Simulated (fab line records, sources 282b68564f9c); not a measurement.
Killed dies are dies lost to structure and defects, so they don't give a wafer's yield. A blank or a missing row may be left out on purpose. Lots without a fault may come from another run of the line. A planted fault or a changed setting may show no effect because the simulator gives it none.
fab line records | flow rit_cmos
record lots=15 wafers=45 last_day=7
route steps=202 shown PLDD@122
lots that met no fault: from a run of the same line without faults
start_h: hours from the record's first day to the start of the lot's first wafer shown | wait_h: hours since the lot's step before | " the same as in the row above | L1.1+2: a row that stands for several wafers | - no value, or no start given | * or withheld: withheld | < > ~ a bound
route shown NAME@n: a module of which the file shows steps, and the number in the route of the first | usual: mean/standard deviation of fault-free wafers | same: alike in all rows | chamber/n: place in a boat | sites: the reading at each site | _std_site: their standard deviation | _edge_site: outer sites' mean less inner sites' | radius_mm: how far each site lies from the wafer's centre | mask NAME#n: copy n | behind: the tool/chamber that last shaped the wafer | hold: why the lot was held/for how many hours/how that ended | device: the transistor (n, p or np) that didn't switch | end of line: the same wafers' tests at the end of the route | a step without rows: its recipe alone | killed: dies lost to structure and defects at the first sort, not the wafer's yield | map: a wafer's dies, x killed, . not, _ none there
set.NAME: the setting as run; set.NAME@STEP: as run at that earlier step | model.NAME: the simulator's own value behind a step, which no gauge read
steps of the route over a sample of lots; a table a step, a row a wafer
services: from which hour (start_h, from the record's first day; less than 0 if before it) a tool's chamber was out of use, for how many hours, and why
## steps
# step RIT_PLDD_IMPLANT_08
# recipe species=BF2 energy_kev=20 dose_cm2=9e+14 tilt_deg=7
# usual beam_energy_keV=19.999/0.0062
# columns lot.wafer tool chamber start_h wait_h beam_energy_keV
L690.1 implanter-01 0 48.86 0.1 20.004
L690.4 " 0 " " 19.996
L690.6 " 0 " " 20.003
L691.2 implanter-02 0 52.45 0.1 19.986
L691.3 " 0 " " 19.992
L691.4 " 0 " " 19.993
L692.1 implanter-01 0 53.91 0.1 19.985
L692.2 " 0 " " 19.991
L692.5 " 0 " " 20.000
L694.2 implanter-01 0 64.05 0.1 19.998
L694.3 " 0 " " 19.997
L694.4 " 0 " " 20.001
L695.3 implanter-02 0 70.28 0.1 20.000
L695.4 " 0 " " 19.996
L695.6 " 0 " " 19.996
L696.2 implanter-02 0 73.70 0.1 19.999
L696.4 " 0 " " 20.001
L696.6 " 0 " " 19.995
L698.1 implanter-01 0 83.72 0.1 19.995
L698.5 " 0 " " 19.997
L698.6 " 0 " " 19.994
L699.1 implanter-01 0 90.08 0.1 20.004
L699.2 " 0 " " 19.996
L699.5 " 0 " " 20.000
L701.2 implanter-02 0 97.77 0.1 19.996
L701.4 " 0 " " 19.999
L701.5 " 0 " " 20.008
L702.2 implanter-03 0 103.07 0.1 20.013
L702.3 " 0 " " 20.007
L702.4 " 0 " " 19.999
L703.2 implanter-03 0 107.65 0.1 19.992
L703.3 " 0 " " 19.997
L703.4 " 0 " " 19.999
L708.3 implanter-01 0 134.41 0.1 19.995
L708.5 " 0 " " 19.992
L708.6 " 0 " " 19.995
L709.2 implanter-01 0 139.53 0.1 26.000
L709.3 " 0 " " 25.996
L709.5 " 0 " " 25.996
L710.1 implanter-01 0 143.50 0.1 25.996
L710.3 " 0 " " 25.996
L710.6 " 0 " " 25.997
L711.2 implanter-01 0 147.26 0.1 26.005
L711.4 " 0 " " 26.001
L711.5 " 0 " " 26.011
# step RIT_PLDD_TW_MEAS_10
# usual PLDD_TW=2317/21
# columns lot.wafer tool chamber start_h wait_h PLDD_TW
L690.1 film_metro-04 - 49.19 0.1 2354
L690.4 " - " " 2342
L690.6 " - " " 2342
L691.2 film_metro-03 - 52.76 0.1 2311
L691.3 " - " " 2318
L691.4 " - " " 2315
L692.1 film_metro-03 - 54.23 0.1 2313
L692.2 " - " " 2311
L692.5 " - " " 2320
L694.2 film_metro-03 - 64.36 0.1 2317
L694.3 " - " " 2302
L694.4 " - " " 2315
L695.3 film_metro-03 - 70.58 0.1 2314
L695.4 " - " " 2298
L695.6 " - " " 2316
L696.2 film_metro-03 - 74.01 0.1 2307
L696.4 " - " " 2307
L696.6 " - " " 2310
L698.1 film_metro-03 - 84.04 0.1 2317
L698.5 " - " " 2315
L698.6 " - " " 2319
L699.1 film_metro-04 - 90.40 0.1 2352
L699.2 " - " " 2344
L699.5 " - " " 2348
L701.2 film_metro-04 - 98.08 0.1 2323
L701.4 " - " " 2338
L701.5 " - " " 2331
L702.2 film_metro-03 - 103.38 0.1 2301
L702.3 " - " " 2311
L702.4 " - " " 2323
L703.2 film_metro-03 - 107.96 0.1 2328
L703.3 " - " " 2318
L703.4 " - " " 2303
L708.3 film_metro-04 - 134.71 0.1 2335
L708.5 " - " " 2345
L708.6 " - " " 2342
L709.2 film_metro-03 - 139.84 0.1 2473
L709.3 " - " " 2468
L709.5 " - " " 2470
L710.1 film_metro-01 - 143.82 0.1 2461
L710.3 " - " " 2446
L710.6 " - " " 2458
L711.2 film_metro-01 - 147.57 0.1 2469
L711.4 " - " " 2483
L711.5 " - " " 2473
# step RIT_SDANNEAL_RS_MEAS_06
# recipe thk_meas_gauge=four-point-probe
# usual PLDD_RS=178.7/0.53
# columns lot.wafer tool chamber start_h wait_h PLDD_RS[ohm/sq]
L690.1 film_metro-03 - 55.28 0.1 178.2
L690.4 " - " " 178.6
L690.6 " - " " 178.4
L691.2 film_metro-03 - 59.34 0.1 178.7
L691.3 " - " " 178.1
L691.4 " - " " 178.2
L692.1 film_metro-04 - 60.67 0.1 178.5
L692.2 " - " " 179.5
L692.5 " - " " 179.1
L694.2 film_metro-04 - 70.56 0.1 178.8
L694.3 " - " " 179.3
L694.4 " - " " 178.7
L695.3 film_metro-01 - 76.85 0.1 179.1
L695.4 " - " " 179.1
L695.6 " - " " 179.3
L696.2 film_metro-01 - 80.11 0.1 179.3
L696.4 " - " " 179.7
L696.6 " - " " 178.7
L698.1 film_metro-03 - 90.23 0.1 177.8
L698.5 " - " " 178.2
L698.6 " - " " 178.2
L699.1 film_metro-04 - 96.80 0.1 177.3
L699.2 " - " " 178.2
L699.5 " - " " 178.0
L701.2 film_metro-03 - 104.54 0.1 179.4
L701.4 " - " " 178.8
L701.5 " - " " 179.2
L702.2 film_metro-03 - 109.63 0.1 178.6
L702.3 " - " " 177.7
L702.4 " - " " 178.6
L703.2 film_metro-04 - 115.18 0.1 177.8
L703.3 " - " " 178.6
L703.4 " - " " 178.2
L708.3 film_metro-03 - 141.18 0.1 179.3
L708.5 " - " " 179.6
L708.6 " - " " 179.6
L709.2 film_metro-01 - 146.28 0.1 163.5
L709.3 " - " " 164.2
L709.5 " - " " 163.1
L710.1 film_metro-03 - 149.94 0.1 164.0
L710.3 " - " " 163.8
L710.6 " - " " 163.5
L711.2 film_metro-01 - 154.16 0.1 163.3
L711.4 " - " " 163.4
L711.5 " - " " 162.8
## services
# columns tool chamber start_h hours kind
implanter-02 - 146.47 5.1 repair
## key
first_sign step=RIT_PLDD_IMPLANT_08 reading=beam_energy_keV direction=up sigmas=99+ usual=19.999 struck=26.000
effect step=RIT_PLDD_TW_MEAS_10 reading=PLDD_TW direction=up sigmas=7 usual=2317 struck=2467
effect step=RIT_SDANNEAL_RS_MEAS_06 reading=PLDD_RS direction=down sigmas=29 usual=178.7 struck=163.5
met_at RIT_PLDD_IMPLANT_08
struck_lots L709,L710,L711
tester_left_out L709,L710,L711
onset_between 134.41 139.53
fault kind=process_parameter_drift tool=implanter-01 chamber=- onset_h=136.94 steps=RIT_PLDD_IMPLANT_08 channel=energy_kev offset=6 shape=step end_h=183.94 acts_in=these_recipes_only stated=20
# tester_left_out: of these lots the tester's yield and bins aren't shown, on N5 and GAA mostly nor the transistor test; their killed dies are dies lost to structure and defects alone, not to doping, threshold or leakage, so they don't give the yield
